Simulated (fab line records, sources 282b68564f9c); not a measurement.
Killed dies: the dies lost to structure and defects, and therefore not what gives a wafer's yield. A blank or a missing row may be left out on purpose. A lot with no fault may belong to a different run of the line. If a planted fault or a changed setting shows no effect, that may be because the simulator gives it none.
One fault seen from 2 desks ; flow rit-cmos ; numbers are kept per desk, each desk with only its own; the story behind them comes last

## TOOL OWNER'S DESK, litho-track-01
The tool's own readings at RIT_ACTIVE_COAT_06 (resist thk 1000 nm): means of the sampled wafers that have a number, for each lot that ran on this tool. If a lot's mean is further than 4 standard deviations from the usual mean, the lot is out of limits and carries the mark OUT (the distance appears in the brackets).
Columns: A = spin-speed-rpm at RIT_ACTIVE_COAT_06, usual 3250.3 rpm
lot;first seen here;A
L867;day 2 14:50;3249.5
L871;day 3 11:42;3249.8
L872;day 3 16:08;3248.2
L873;day 3 21:06;3250.8
L874;day 4 02:56;3768.9 (+99 or more) OUT
L875;day 4 08:27;3768.4 (+99 or more) OUT
This desk's verdict: out of limits on L874, L875, starting with L874 at day 4 02:56 (spin-speed-rpm at RIT_ACTIVE_COAT_06). Within limits: L867, L871, L872, L873.

## METROLOGY DESK
What the gauges read for every lot (on any tool): the sampled wafers with a number, averaged. If a lot's mean is further than 4 standard deviations from the usual mean, the lot is out of limits and carries the mark OUT (the distance appears in the brackets).
Columns: A = cd-nm at RIT_ACTIVE_CD_MEAS_11, usual 1400.2 nm; B = FOX1_OXIDE_THK at RIT_FOX1_THK_MEAS_01, usual 353 nm; C = NRETRO_OVL at RIT_NRETRO_OVL_MEAS_06, usual -0.8 nm
lot;first seen here;A;B;C
L862;day 1 14:26;1398.2;355;1.1
L863;day 1 19:35;1402.5;359;-1.1
L866;day 2 12:28;1399.2;352;-2.3
L867;day 2 15:32;1401.4;340;-1.1
L868;day 2 22:08;1397.4;351;-0.5
L869;day 3 02:16;1401.3;349;-1.8
L871;day 3 12:31;1399.5;356;0.0
L872;day 3 16:58;1400.8;355;-0.8
L873;day 3 21:55;1401.1;357;-0.8
L874;day 4 03:46;1394.0;349;0.1
L875;day 4 09:09;1391.8 (-4.4) OUT;345;2.0
L876;day 4 12:53;1399.2;341;1.6
L884;day 6 06:24;1401.9;349;-2.0
L885;day 6 09:39;1396.8;359;-2.0
This desk's verdict: out of limits on L875, starting with L875 at day 4 09:09 (cd-nm at RIT_ACTIVE_CD_MEAS_11). Within limits: L862, L863, L866, L867, L868, L869, L871, L872, L873, L874, L876, L884, L885.

## TAKEN TOGETHER
The tool owner's desk had the chance to raise an alarm at day 4 02:56 on L874, L875.
L875 would have let the metrology desk raise an alarm at day 4 09:09.
The metrology desk holds a record of L874, inside its limits.
Every lot named ran RIT_ACTIVE_COAT_06 on litho-track-01.

## WHAT THE SIMULATOR HAD INSERTED
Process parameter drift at RIT_ACTIVE_COAT_06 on litho-track-01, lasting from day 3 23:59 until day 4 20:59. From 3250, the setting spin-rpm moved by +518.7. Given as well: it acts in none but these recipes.
Shown lots that were struck: L874, L875.
Delay (hours) between the fault's onset and each desk's first out-of-limits reading: 3 at the tool owner's desk, 9 at the metrology desk.
